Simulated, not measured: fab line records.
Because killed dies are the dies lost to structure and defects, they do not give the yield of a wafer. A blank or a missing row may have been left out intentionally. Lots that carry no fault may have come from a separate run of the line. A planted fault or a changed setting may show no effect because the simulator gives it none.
The tool behind it: which one? | flow berkeleyCmos170 | Sampling: 7 lots, 21 wafers, 2 of 331 route steps

## WHAT THE GAUGES READ, wafer by wafer
UCB170_NWELL_THK_MEAS_05.
lot  | measured    | on           | NWELL_NITRIDE_THK (nm)
L941 | day 2 22:03 | filmMetro-03 | 226.1 225.2 225.1
L943 | day 3 00:10 | filmMetro-03 | 449.0 448.1 449.6
L947 | day 4 03:50 | filmMetro-02 | 225.3 221.5 223.4
L953 | day 5 09:30 | filmMetro-02 | 222.9 223.0 221.2
L957 | day 6 02:32 | filmMetro-03 | 222.7 222.3 222.9
L959 | day 6 10:05 | filmMetro-01 | 222.1 223.2 221.7
L962 | day 6 20:41 | filmMetro-02 | 223.7 222.5 221.2

## EACH LOT AND THE TOOL THAT RAN IT (in order: tool; ch and the chambers of the sampled wafers; start)
lot  | UCB170_NWELL_CVD_04
L941 | lpcvd-01 ch 1, day 2 20:07
L943 | lpcvd-01 ch 1, day 2 20:07
L947 | lpcvd-02 ch 0, day 4 01:54
L953 | lpcvd-02 ch 0, day 5 07:34
L957 | lpcvd-02 ch 0, day 6 00:35
L959 | lpcvd-02 ch 1, day 6 08:08
L962 | lpcvd-02 ch 1, day 6 18:46
- UCB170_NWELL_CVD_04: deposits Si3N4 from SiH2Cl2/NH3, target thk 224 nm, time 3360 s.

## THE ANSWER, worked out from the rows above alone
Rule: the lots themselves supply what counts as usual. The widest of any qualifying gaps counts: lots, ordered by their means at a reading, are off when they make up no more than a third of the lots, leave a main group of 4 or more, and stand apart from it by 3 or more times the standard deviation of that group's means. Not used: any main group whose means are identical at the precision the tables above print for the reading. Also off: a lot with no number at a reading for which 4 or more lots have one. All remaining lots with rows at the step are treated as sound.
Off: at UCB170_NWELL_THK_MEAS_05 (NWELL_NITRIDE_THK), L943. The main group: mean 223.1 nm, standard deviation 1.1.
If a tool, at a process step before that reading, ran all the lots that are off and no sound lot after the first of them, it fits. Those tools and the gauges at UCB170_NWELL_THK_MEAS_05 are tried in the same way. One fits: lpcvd-01 at UCB170_NWELL_CVD_04. A fault onset in the window from L941 (day 2 20:07, its last sound lot) to L943 (day 2 20:07, its first lot off) fits.

## WHAT THE SIMULATOR PUT IN
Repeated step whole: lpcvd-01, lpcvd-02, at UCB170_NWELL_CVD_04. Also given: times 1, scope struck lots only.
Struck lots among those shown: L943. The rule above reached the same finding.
